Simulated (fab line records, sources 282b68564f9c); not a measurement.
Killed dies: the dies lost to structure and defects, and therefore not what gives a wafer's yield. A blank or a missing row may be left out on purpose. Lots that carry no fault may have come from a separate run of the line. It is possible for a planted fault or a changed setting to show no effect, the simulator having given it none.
fab line records	flow rit-cmos
record: lots: 5	wafers: 15	last-day: 7
route steps=202 shown PLDD@118 SPACER@125 NSD@131 PSD@142 SDANNEAL@153 SILICIDE@161 M1@202
lots with no fault: from the same line, run without faults
start-h: hours from the record's opening day to when the first of the lot's shown wafers began	wait-h: time in hours since the lot's previous step	" same as the row above	L1.1+2: a single row standing in for several wafers	- value missing, or start not given	* or withheld: withheld	< > ~ a bound
route shown NAME@n: names a module that has steps shown in the file, with the first one's number in the route	usual: mean and standard deviation over wafers with no fault	same: alike in all rows	chamber/n: place in a boat	sites: per-site readings	_std_site: their standard deviation	_edge_site: outer sites' mean less inner sites'	radius-mm: for every site, how far away it sits from the centre of the wafer	mask NAME#n: copy n	behind: tool/chamber where the wafer was last shaped	hold: what put the lot on hold/how long, in hours/how the hold closed	device: which transistor (n, p or np) failed to switch	end of line: the route-end tests of the same wafers	a step without rows: its recipe alone	killed: the dies lost at the first sort to structure and to defects; this is not the yield of the wafer	map: shows each die of a wafer: x if killed, . if not, _ if none is there
set.NAME: the setting that was run; set.NAME@STEP: the one run at that earlier step	model.NAME: the simulator's own value behind a step, which no gauge read
certain route steps with their lots: each step a table, each wafer a row
services: when a tool's chamber went out of use (start-h, in hours from the record's first day, below 0 if earlier), for how many hours, and the reason
== steps ==
step: RIT_PLDD_PEB_04
recipe: resist: NOVOLAK	temp-c: withheld	time-s: withheld
step: RIT_PLDD_DEVELOP_05
recipe: resist: NOVOLAK	develop-time-s: 50	dev-temp-c: 23
step: RIT_PLDD_OVL_MEAS_06
usual: PLDD_OVL: -0.5/1.2
lot.wafer	tool	chamber	start-h	wait-h	PLDD_OVL[nm]
L932.3	overlay-02	-	69.88	-	-0.6
L932.4	"	-	"	"	-1.5
L932.6	"	-	"	"	-3.5
L933.1	overlay-02	-	73.86	-	-2.1
L933.3	"	-	"	"	-0.4
L933.5	"	-	"	"	-1.4
L945.1	overlay-02	-	143.92	-	-0.2
L945.2	"	-	"	"	-2.0
L945.5	"	-	"	"	-1.4
L948.1	overlay-02	-	148.60	-	-2.2
L948.4	"	-	"	"	-1.2
L948.6	"	-	"	"	0.7
L950.2	overlay-02	-	161.53	-	-0.8
L950.5	"	-	"	"	0.6
L950.6	"	-	"	"	-1.6
step: RIT_PLDD_HARDBAKE_07
recipe: resist: NOVOLAK	temp-c: 140	time-s: 60
step: RIT_PLDD_IMPLANT_08
recipe: species: BF2	energy-kev: 20	dose-cm2: 9e+14	tilt-deg: 7
step: RIT_PLDD_STRIP_09
recipe: chemistry: O2	time-s: 180	resist: NOVOLAK	platen-temp-c: withheld	power-w: 500	pressure-mtorr: 4000	o2-flow-sccm: 4000
usual: drypump-motor-current-A: 5.56/0.26	o2-flow-sccm: 4000/13
lot.wafer	tool	chamber	start-h	wait-h	drypump-motor-current-A	o2-flow-sccm	rf-hours-counter-h
L932.3	plasma-asher-02	1	70.26	0.1	5.35	3999	-
L932.4	"	0	"	"	5.32	4010	-
L932.6	"	0	"	"	5.33	3997	-
L933.1	plasma-asher-03	1	74.19	0.1	5.66	4001	26
L933.3	"	0	"	"	5.89	4012	-
L933.5	"	0	"	"	5.88	4025	-
L945.1	plasma-asher-04	0	144.26	0.1	5.96	3981	3
L945.2	"	1	"	"	5.28	4004	3
L945.5	"	1	"	"	5.28	3995	-
L948.1	plasma-asher-04	1	149.18	0.1	5.27	4000	3
L948.4	"	1	"	"	5.29	3996	-
L948.6	"	0	"	"	5.90	4007	-
L950.2	plasma-asher-02	1	161.86	0.1	5.31	4008	57
L950.5	"	0	"	"	5.32	3988	-
L950.6	"	1	"	"	5.37	4005	-
step: RIT_PLDD_TW_MEAS_10
usual: PLDD_TW: 2361/15
lot.wafer	tool	chamber	start-h	wait-h	PLDD_TW
L932.3	film-metro-03	-	70.40	0.1	2376
L932.4	"	-	"	"	2389
L932.6	"	-	"	"	2367
L933.1	film-metro-03	-	74.37	0.1	2343
L933.3	"	-	"	"	2361
L933.5	"	-	"	"	2369
L945.1	film-metro-03	-	144.43	0.1	2379
L945.2	"	-	"	"	2384
L945.5	"	-	"	"	2365
L948.1	film-metro-03	-	149.36	0.1	2377
L948.4	"	-	"	"	2382
L948.6	"	-	"	"	2382
L950.2	film-metro-03	-	162.04	0.1	2376
L950.5	"	-	"	"	2384
L950.6	"	-	"	"	2377
step: RIT_SPACER_CLEAN_00
recipe: chemistry: SC1	mix: 3:3:50	time-s: 600	temp-c: 75
step: RIT_SPACER_CLEAN_01
recipe: chemistry: dHF	dilution: 50:1	time-s: 30
step: RIT_SPACER_CLEAN_02
recipe: chemistry: SC2	mix: 3:3:50	time-s: 600	temp-c: 75	dry: n2-spin
step: RIT_SPACER_CVD_03
recipe: material: Si3N4	target-thk-nm: 250	temp-c: 810	precursor: SiH2Cl2/NH3	time-s: 3300	pressure-mtorr: 300	sih2cl2-flow-sccm: 57.16	nh3-flow-sccm: 150
step: RIT_SPACER_THK_MEAS_04
recipe: reads: Si3N4_of_SPACER_CVD_03
usual: SPACER_NITRIDE_THK: 245.8/2.7
lot.wafer	tool	chamber	start-h	wait-h	SPACER_NITRIDE_THK[nm]
L932.3	film-metro-01	-	72.74	0.0	241.5
L932.4	"	-	"	"	242.9
L932.6	"	-	"	"	240.8
L933.1	film-metro-01	-	76.73	0.0	248.8
L933.3	"	-	"	"	248.3
L933.5	"	-	"	"	249.0
L945.1	film-metro-02	-	146.79	0.0	246.2
L945.2	"	-	"	"	246.8
L945.5	"	-	"	"	246.1
L948.1	film-metro-01	-	151.70	0.0	246.3
L948.4	"	-	"	"	247.4
L948.6	"	-	"	"	248.6
L950.2	film-metro-03	-	164.42	0.0	247.4
L950.5	"	-	"	"	246.8
L950.6	"	-	"	"	246.2
step: RIT_SPACER_ETCHBACK_05
recipe: target-depth-a: 2500	SF6_flow_sccm: 30	CHF3_flow_sccm: 30	target: Si3N4	chemistry: SF6/CHF3	pressure-mtorr: 40	rf-w: 250	time-s: 240	stop-on: SiO2
usual: drypump-motor-current-A: 5.7/0.45	oes-product-au: 0.833/0.016	rf-fwd-power-W: 249.4/0.77	throttle-valve-pct: 10.29/0.15
lot.wafer	tool	chamber	start-h	wait-h	drypump-motor-current-A	oes-product-au	rf-fwd-power-W	rf-hours-counter-h	throttle-valve-pct	model.poly-Si_of_GATE_CVD_08.thk-nm	model.Si3N4_of_SPACER_CVD_03.thk-nm
L932.3	rie-diel-03	0	72.78	0.0	5.8	0.842	249.2	82	10.07	168.8	189
L932.4	"	3	"	"	5.6	0.834	248.1	0	10.33	167.2	190.7
L932.6	"	3	"	"	5.6	0.827	249.5	-	10.32	165.8	189.2
L933.1	rie-diel-02	0	76.79	0.1	5.8	0.841	249.3	38	10.17	169.5	194.2
L933.3	"	3	"	"	6.0	0.851	249.6	31	10.55	170.7	194.6
L933.5	"	1	"	"	5.2	0.850	251.0	-	10.22	169	194.8
L945.1	rie-diel-04	3	146.85	0.1	5.9	0.830	249.7	131	10.18	168.9	193.9
L945.2	"	0	"	"	4.8	0.828	249.9	79	10.53	168.3	193.3
L945.5	"	1	"	"	6.2	0.814	248.1	-	10.21	170.7	194.1
L948.1	rie-diel-03	1	151.76	0.1	6.2	0.827	374.8	85	10.48	154.9	182.1
L948.4	"	2	"	"	5.8	0.840	248.8	106	10.35	167.3	194.2
L948.6	"	1	"	"	6.2	0.828	374.7	-	10.48	153.6	183.3
L950.2	rie-diel-04	3	164.47	0.0	5.9	0.827	250.2	131	10.18	167.2	194.5
L950.5	"	3	"	"	5.9	0.829	249.9	-	10.18	166.1	194.1
L950.6	"	0	"	"	4.7	0.821	249.4	-	10.55	166.2	192.6
step: RIT_NSD_HMDS_00
recipe: prime-time-s: 60	prime-temp-c: 140
step: RIT_NSD_COAT_01
recipe: resist: NOVOLAK	spin-rpm: 3250	resist-thk-nm: 1000
step: RIT_NSD_SOFTBAKE_02
recipe: resist: NOVOLAK	temp-c: 90	time-s: 60
step: RIT_NSD_EXPOSE_03
recipe: mask-id: M9	na: 0.57	target-cd-nm: 40700	dose-mj: 250
step: RIT_NSD_PEB_04
recipe: resist: NOVOLAK	temp-c: withheld	time-s: withheld
step: RIT_NSD_DEVELOP_05
recipe: resist: NOVOLAK	develop-time-s: 50	dev-temp-c: 23
step: RIT_NSD_OVL_MEAS_06
usual: NSD_OVL: 0.8/1.5
lot.wafer	tool	chamber	start-h	wait-h	NSD_OVL[nm]
L932.3	overlay-01	-	73.92	-	1.6
L932.4	"	-	"	"	1.6
L932.6	"	-	"	"	1.9
L933.1	overlay-02	-	77.91	-	3.7
L933.3	"	-	"	"	3.0
L933.5	"	-	"	"	0.9
L945.1	overlay-02	-	147.98	-	1.2
L945.2	"	-	"	"	1.4
L945.5	"	-	"	"	0.8
L948.1	overlay-02	-	152.97	-	-0.8
L948.4	"	-	"	"	-0.1
L948.6	"	-	"	"	-0.6
L950.2	overlay-01	-	165.47	-	2.0
L950.5	"	-	"	"	2.3
L950.6	"	-	"	"	3.9
step: RIT_NSD_HARDBAKE_07
recipe: resist: NOVOLAK	temp-c: 140	time-s: 60
step: RIT_NSD_IMPLANT_08
recipe: species: P	energy-kev: 25.33	dose-cm2: 1e+15	tilt-deg: 7
step: RIT_NSD_STRIP_09
recipe: chemistry: O2	time-s: 180	resist: NOVOLAK	platen-temp-c: withheld	power-w: 500	pressure-mtorr: 4000	o2-flow-sccm: 4000
usual: drypump-motor-current-A: 5.3/0.42	o2-flow-sccm: 4001/12
lot.wafer	tool	chamber	start-h	wait-h	drypump-motor-current-A	o2-flow-sccm	rf-hours-counter-h
L932.3	plasma-asher-01	1	74.30	0.1	4.9	3994	-
L932.4	"	0	"	"	5.0	4010	-
L932.6	"	0	"	"	5.0	3993	-
L933.1	plasma-asher-01	0	78.25	0.1	5.0	3974	42
L933.3	"	1	"	"	4.9	3986	-
L933.5	"	0	"	"	5.0	3985	-
L945.1	plasma-asher-01	1	148.49	0.1	4.9	3994	50
L945.2	"	0	"	"	5.0	3999	50
L945.5	"	1	"	"	4.9	4000	-
L948.1	plasma-asher-01	1	153.31	0.1	4.9	3999	51
L948.4	"	1	"	"	4.9	4010	-
L948.6	"	1	"	"	4.9	3981	-
L950.2	plasma-asher-03	0	165.80	0.1	5.8	4010	34
L950.5	"	0	"	"	5.9	4013	-
L950.6	"	1	"	"	5.6	4018	-
step: RIT_NSD_TW_MEAS_10
usual: NSD_TW: 3144/22
lot.wafer	tool	chamber	start-h	wait-h	NSD_TW
L932.3	film-metro-02	-	74.44	0.1	3164
L932.4	"	-	"	"	3159
L932.6	"	-	"	"	3163
L933.1	film-metro-02	-	78.42	0.1	3167
L933.3	"	-	"	"	3164
L933.5	"	-	"	"	3159
L945.1	film-metro-03	-	148.66	0.1	3169
L945.2	"	-	"	"	3174
L945.5	"	-	"	"	3147
L948.1	film-metro-04	-	153.48	0.1	3126
L948.4	"	-	"	"	3134
L948.6	"	-	"	"	3118
L950.2	film-metro-02	-	165.99	0.1	3154
L950.5	"	-	"	"	3159
L950.6	"	-	"	"	3162
step: RIT_PSD_HMDS_00
recipe: prime-time-s: 60	prime-temp-c: 140
step: RIT_PSD_COAT_01
recipe: resist: NOVOLAK	spin-rpm: 3250	resist-thk-nm: 1000
step: RIT_PSD_SOFTBAKE_02
recipe: resist: NOVOLAK	temp-c: 90	time-s: 60
step: RIT_PSD_EXPOSE_03
recipe: mask-id: M10	na: 0.57	target-cd-nm: 40900	dose-mj: 250
step: RIT_PSD_PEB_04
recipe: resist: NOVOLAK	temp-c: withheld	time-s: withheld
step: RIT_PSD_DEVELOP_05
recipe: resist: NOVOLAK	develop-time-s: 50	dev-temp-c: 23
step: RIT_PSD_OVL_MEAS_06
usual: PSD_OVL: 0.6/1.2
lot.wafer	tool	chamber	start-h	wait-h	PSD_OVL[nm]
L932.3	overlay-01	-	75.48	-	-0.5
L932.4	"	-	"	"	0.8
L932.6	"	-	"	"	-0.1
L933.1	overlay-01	-	79.46	-	1.5
L933.3	"	-	"	"	0.4
L933.5	"	-	"	"	2.1
L945.1	overlay-02	-	149.76	-	-0.1
L945.2	"	-	"	"	2.9
L945.5	"	-	"	"	2.0
L948.1	overlay-01	-	154.52	-	0.3
L948.4	"	-	"	"	1.6
L948.6	"	-	"	"	0.2
L950.2	overlay-01	-	167.02	-	0.9
L950.5	"	-	"	"	0.8
L950.6	"	-	"	"	1.3
step: RIT_PSD_HARDBAKE_07
recipe: resist: NOVOLAK	temp-c: 140	time-s: 60
step: RIT_PSD_IMPLANT_08
recipe: species: BF2	energy-kev: 27	dose-cm2: 5e+15	tilt-deg: 7
step: RIT_PSD_STRIP_09
recipe: chemistry: O2	time-s: 180	resist: NOVOLAK	platen-temp-c: withheld	power-w: 500	pressure-mtorr: 4000	o2-flow-sccm: 4000
usual: drypump-motor-current-A: 5.4/0.34	o2-flow-sccm: 4000/12
lot.wafer	tool	chamber	start-h	wait-h	drypump-motor-current-A	o2-flow-sccm	rf-hours-counter-h
L932.3	plasma-asher-04	0	75.86	0.1	5.9	4012	-
L932.4	"	1	"	"	5.3	3993	-
L932.6	"	1	"	"	5.3	3988	-
L933.1	plasma-asher-04	0	79.79	0.1	5.9	4015	43
L933.3	"	1	"	"	5.3	3998	-
L933.5	"	1	"	"	5.3	3987	-
L945.1	plasma-asher-04	1	150.10	0.1	5.3	4002	3
L945.2	"	0	"	"	5.9	4027	3
L945.5	"	1	"	"	5.3	4002	-
L948.1	plasma-asher-01	0	154.94	0.1	5.0	4005	51
L948.4	"	1	"	"	4.9	4008	-
L948.6	"	1	"	"	4.9	3991	-
L950.2	plasma-asher-02	1	167.54	0.1	5.4	4003	57
L950.5	"	1	"	"	5.3	3995	-
L950.6	"	0	"	"	5.3	3988	-
step: RIT_PSD_TW_MEAS_10
usual: PSD_TW: 3443/21
lot.wafer	tool	chamber	start-h	wait-h	PSD_TW
L932.3	film-metro-02	-	76.00	0.1	3471
L932.4	"	-	"	"	3452
L932.6	"	-	"	"	3477
L933.1	film-metro-03	-	79.97	0.1	3430
L933.3	"	-	"	"	3423
L933.5	"	-	"	"	3424
L945.1	film-metro-04	-	150.27	0.1	3427
L945.2	"	-	"	"	3405
L945.5	"	-	"	"	3415
L948.1	film-metro-02	-	155.12	0.1	3479
L948.4	"	-	"	"	3467
L948.6	"	-	"	"	3467
L950.2	film-metro-02	-	167.73	0.1	3454
L950.5	"	-	"	"	3470
L950.6	"	-	"	"	3448
step: RIT_SDANNEAL_CLEAN_00
recipe: chemistry: SC1	mix: 3:3:50	time-s: 600	temp-c: 75
step: RIT_SDANNEAL_CLEAN_01
recipe: chemistry: dHF	dilution: 50:1	time-s: 30
step: RIT_SDANNEAL_CLEAN_02
recipe: chemistry: SC2	mix: 3:3:50	time-s: 600	temp-c: 75	dry: n2-spin
lot.wafer	tool	chamber	start-h	wait-h	model.poly-Si_of_GATE_CVD_08.thk-nm
L932.3	wet-bench-04	3	76.25	0.0	164.4
L932.4	"	3	"	"	162.9
L932.6	"	3	"	"	161.4
L933.1	wet-bench-04	0	80.24	0.0	165.1
L933.3	"	0	"	"	166.3
L933.5	"	0	"	"	164.6
L945.1	wet-bench-01	3	150.52	0.0	164.5
L945.2	"	3	"	"	163.9
L945.5	"	3	"	"	166.3
L948.1	wet-bench-01	1	155.55	0.0	150.5
L948.4	"	1	"	"	162.9
L948.6	"	1	"	"	149.2
L950.2	wet-bench-02	0	167.99	0.0	162.9
L950.5+6	"	0	"	"	161.8
step: RIT_SDANNEAL_RTA_03
recipe: temp-c: 1050	time-s: 5	idle-temp-c: 600	ramp-up-c-per-s: 342	ramp-down-c-per-s: 171	cool-to-c: 600	ambient: N2
usual: anneal-temp-c-max: 1058.2/1.6	ramp-up-c-per-s: 341.99/0.062	wafer_temp_C_max: 1053.4/1.2
lot.wafer	tool	chamber	start-h	wait-h	anneal-temp-c-max	ramp-up-c-per-s	wafer_temp_C_max
L932.3	rtp-anneal-02	0	76.46	0.0	1059.1	341.91	1052.5
L932.4	"	0	"	"	1059.1	342.02	1053.8
L932.6	"	0	"	"	1061.1	342.07	1053.8
L933.1	rtp-anneal-01	0	80.41	0.0	1058.1	342.06	1053.0
L933.3	"	0	"	"	1057.6	341.95	1054.9
L933.5	"	0	"	"	1055.5	341.98	1052.8
L945.1	rtp-anneal-01	0	150.70	0.0	1056.3	341.99	1053.1
L945.2	"	0	"	"	1056.4	342.03	1053.9
L945.5	"	0	"	"	1056.6	341.88	1054.9
L948.1	rtp-anneal-01	0	155.72	0.0	1055.7	342.02	1052.0
L948.4	"	0	"	"	1058.0	341.93	1052.4
L948.6	"	0	"	"	1056.2	342.00	1053.2
L950.2	rtp-anneal-02	0	168.17	0.0	1058.6	341.91	1054.0
L950.5	"	0	"	"	1058.0	341.96	1052.4
L950.6	"	0	"	"	1058.5	341.87	1053.8
step: RIT_SDANNEAL_RS_MEAS_04
recipe: thk-meas-gauge: four-point-probe
usual: PSD_RS: 116.06/0.29
lot.wafer	tool	chamber	start-h	wait-h	PSD_RS[ohm/sq]
L932.3	film-metro-03	-	76.54	0.1	115.71
L932.4	"	-	"	"	116.17
L932.6	"	-	"	"	116.02
L933.1	film-metro-02	-	80.47	0.0	115.92
L933.3	"	-	"	"	116.26
L933.5	"	-	"	"	116.41
L945.1	film-metro-04	-	150.76	0.0	116.59
L945.2	"	-	"	"	116.16
L945.5	"	-	"	"	116.01
L948.1	film-metro-03	-	155.78	0.0	115.91
L948.4	"	-	"	"	115.80
L948.6	"	-	"	"	115.98
L950.2	film-metro-02	-	168.24	0.1	116.15
L950.5	"	-	"	"	116.28
L950.6	"	-	"	"	116.71
step: RIT_SDANNEAL_RS_MEAS_05
recipe: thk-meas-gauge: four-point-probe
usual: NSD_RS: 84.43/0.28
lot.wafer	tool	chamber	start-h	wait-h	NSD_RS[ohm/sq]
L932.3	film-metro-03	-	76.66	0.1	84.00
L932.4	"	-	"	"	84.30
L932.6	"	-	"	"	84.09
L933.1	film-metro-02	-	80.59	0.1	84.79
L933.3	"	-	"	"	84.74
L933.5	"	-	"	"	84.34
L945.1	film-metro-04	-	150.88	0.1	84.49
L945.2	"	-	"	"	84.49
L945.5	"	-	"	"	84.63
L948.1	film-metro-03	-	155.90	0.1	84.45
L948.4	"	-	"	"	84.49
L948.6	"	-	"	"	84.24
L950.2	film-metro-02	-	168.36	0.1	84.57
L950.5	"	-	"	"	84.36
L950.6	"	-	"	"	84.47
step: RIT_SDANNEAL_RS_MEAS_06
recipe: thk-meas-gauge: four-point-probe
usual: PLDD_RS: 178.8/0.47
lot.wafer	tool	chamber	start-h	wait-h	PLDD_RS[ohm/sq]
L932.3	film-metro-03	-	76.78	0.1	177.4
L932.4	"	-	"	"	178.0
L932.6	"	-	"	"	178.1
L933.1	film-metro-02	-	80.71	0.1	178.2
L933.3	"	-	"	"	179.2
L933.5	"	-	"	"	179.0
L945.1	film-metro-04	-	151.00	0.1	179.5
L945.2	"	-	"	"	178.8
L945.5	"	-	"	"	179.3
L948.1	film-metro-03	-	156.02	0.1	178.2
L948.4	"	-	"	"	177.9
L948.6	"	-	"	"	178.5
L950.2	film-metro-02	-	168.48	0.1	178.5
L950.5	"	-	"	"	178.8
L950.6	"	-	"	"	179.1
step: RIT_SILICIDE_WET_ETCH_00
recipe: chemistry: BOE	target: SiO2	target-depth-nm: 14	time-s: 15.47	dry: n2-spin	dilution: 10:1	temp-c: 21.5
lot.wafer	tool	chamber	start-h	wait-h	model.Si3N4_of_SPACER_CVD_03.thk-nm
L932.3	wet-bench-02	0	76.98	0.1	187.9
L932.4	"	0	"	"	189.5
L932.6	"	0	"	"	188.1
L933.1	wet-bench-03	0	80.95	0.1	193
L933.3	"	0	"	"	193.4
L933.5	"	0	"	"	193.6
L945.1	wet-bench-03	1	151.24	0.1	192.7
L945.2	"	1	"	"	192.2
L945.5	"	1	"	"	192.9
L948.1	wet-bench-03	3	156.26	0.1	180.9
L948.4	"	3	"	"	193
L948.6	"	3	"	"	182.1
L950.2	wet-bench-04	3	168.70	0.1	193.3
L950.5	"	3	"	"	192.9
L950.6	"	3	"	"	191.5
step: RIT_M1_PROBE_99
usual: killed-at-contacts: 0.1/0.25	killed-at-front-end: 7/3.2	killed-dies: 7/3.2	killed-open: 3.5/2.2	killed-short: 3.6/2.1
same: gross-dies: 264	killed_at_M0_to_M3: 0	killed_at_M4_up: 0	killed-at-back-side: 0	killed-at-other: 0
lot.wafer	tool	chamber	start-h	wait-h	killed-at-contacts	killed-at-front-end	killed-dies	killed-open	killed-short
L932.3	prober-02	-	84.08	0.2	0	6	6	3	3
L932.4	prober-02	-	84.13	0.2	0	11	11	7	4
L932.6	prober-02	-	84.23	0.2	0	6	6	4	2
L933.1	prober-01	-	88.10	0.1	0	4	4	2	2
L933.3	prober-01	-	88.20	0.2	0	3	3	1	2
L933.5	prober-01	-	88.30	0.2	0	6	6	2	4
L948.1	prober-01	-	163.27	0.1	0	11	11	7	4
L948.4	prober-01	-	163.42	0.2	0	5	5	0	5
L948.6	prober-01	-	163.52	0.2	0	7	7	4	3
L950.2	prober-02	-	175.90	0.1	0	9	9	4	5
L950.5	prober-02	-	176.05	0.2	0	13	13	7	6
L950.6	prober-02	-	176.10	0.2	1	6	7	4	3
killed by level:class
L932.3 GATE:geometric-particle:open=2 GATE:geometric-particle:short=2 SPACER:geometric-particle:open=1 SPACER:geometric-particle:short=1
L932.4 GATE:geometric-particle:open=3 GATE:geometric-particle:short=2 SPACER:geometric-particle:open=2 FOX1:geometric-particle:open=1 FOX1:geometric-particle:short=1 REOX:geometric-particle:open=1 SILICIDE:geometric-particle:short=1
L932.6 GATE:geometric-particle:open=2 FOX1:geometric-particle:open=1 FOX1:geometric-particle:short=1 GATE:geometric-particle:short=1 SPACER:geometric-particle:open=1
L933.1 FOX2:geometric-particle:open=1 GATE:geometric-particle:open=1 GATE:geometric-particle:short=1 REOX:geometric-particle:short=1
L933.3 FOX2:geometric-particle:short=2 SILICIDE:geometric-particle:open=1
L933.5 SPACER:geometric-particle:short=2 SILICIDE:geometric-particle:short=2 FOX1:geometric-particle:open=1 SILICIDE:geometric-particle:open=1
L948.1 GATE:geometric-particle:open=4 GATE:geometric-particle:short=2 FOX1:geometric-particle:short=1 REOX:geometric-particle:open=1 REOX:geometric-particle:short=1 SPACER:geometric-particle:open=1 SILICIDE:geometric-particle:open=1
L948.4 FOX1:geometric-particle:short=2 FOX2:geometric-particle:short=2 GATE:geometric-particle:short=1
L948.6 GATE:geometric-particle:open=2 REOX:geometric-particle:short=2 FOX1:geometric-particle:open=1 REOX:geometric-particle:open=1 SPACER:geometric-particle:short=1
L950.2 GATE:geometric-particle:short=2 FOX1:geometric-particle:open=1 GATE:geometric-particle:open=1 REOX:geometric-particle:short=1 REOX:geometric-particle:open=1 SPACER:geometric-particle:short=1 SPACER:geometric-particle:open=1 SILICIDE:geometric-particle:short=1
L950.5 GATE:geometric-particle:open=3 REOX:geometric-particle:open=2 ACTIVE:geometric-particle:open=1 FOX1:geometric-particle:short=1 FOX1:geometric-particle:open=1 FOX2:geometric-particle:short=1 GATE:geometric-particle:short=1 REOX:geometric-particle:short=1
L950.6 FOX1:geometric-particle:open=2 GATE:geometric-particle:short=1 REOX:geometric-particle:open=1 SPACER:geometric-particle:short=1 SILICIDE:geometric-particle:short=1 CONTACT:geometric-particle:open=1
== services ==
tool	chamber	start-h	hours	kind
rie-diel-02	2	47.65	16.1	repair
plasma-asher-04	-	51.11	3.1	repair
rie-diel-04	2	62.58	1.5	repair
plasma-asher-03	-	69.14	3.4	repair
plasma-asher-04	-	77.09	1.1	repair
rtp-anneal-02	-	80.50	6.7	pm
rie-diel-03	2	99.34	4.8	repair
rie-diel-04	3	103.86	3.8	repair
rie-diel-03	-	105.01	0.9	repair
plasma-asher-04	-	108.75	9.0	pm
plasma-asher-04	0	108.75	9.0	vent-cycle
plasma-asher-04	1	108.75	9.0	vent-cycle
plasma-asher-04	0	117.75	-	clean
plasma-asher-04	1	117.75	-	clean
rie-diel-02	3	121.40	9.6	repair
plasma-asher-03	-	121.61	15.6	pm
rie-diel-03	3	124.09	15.3	repair
plasma-asher-04	-	131.12	4.3	pm
plasma-asher-03	-	146.76	0.7	repair
plasma-asher-01	-	160.90	2.8	pm
== key ==
first-sign: step: RIT_SPACER_ETCHBACK_05	reading: rf-fwd-power-W	direction: up	sigmas: 99+	usual: 249.4	struck: 374.7
effect none on later readings
model-effect: step: RIT_SPACER_ETCHBACK_05	value: poly-Si_of_GATE_CVD_08.thk-nm	without: 168.8	struck: 154.3
model-effect: step: RIT_SDANNEAL_CLEAN_02	value: poly-Si_of_GATE_CVD_08.thk-nm	without: 164.4	struck: 149.9
model-effect: step: RIT_SILICIDE_WET_ETCH_00	value: Si3N4_of_SPACER_CVD_03.thk-nm	without: 193.4	struck: 181.5
met-at RIT_SPACER_ETCHBACK_05
struck-wafers L948.1,L948.6
tester-left-out L948
fault: kind: process-parameter-drift	tool: rie-diel-03	chamber: 1	onset-h: 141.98	steps: RIT_SPACER_ETCHBACK_05	channel: rf-w	offset: 125	shape: step	end-h: 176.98	acts-in: these-recipes-only	stated: 250
tester-left-out: of these lots the tester's yield and bins aren't shown, on N5 and GAA mostly nor the transistor test; their killed dies are dies lost to structure and defects alone, not to doping, threshold or leakage, so they don't give the yield
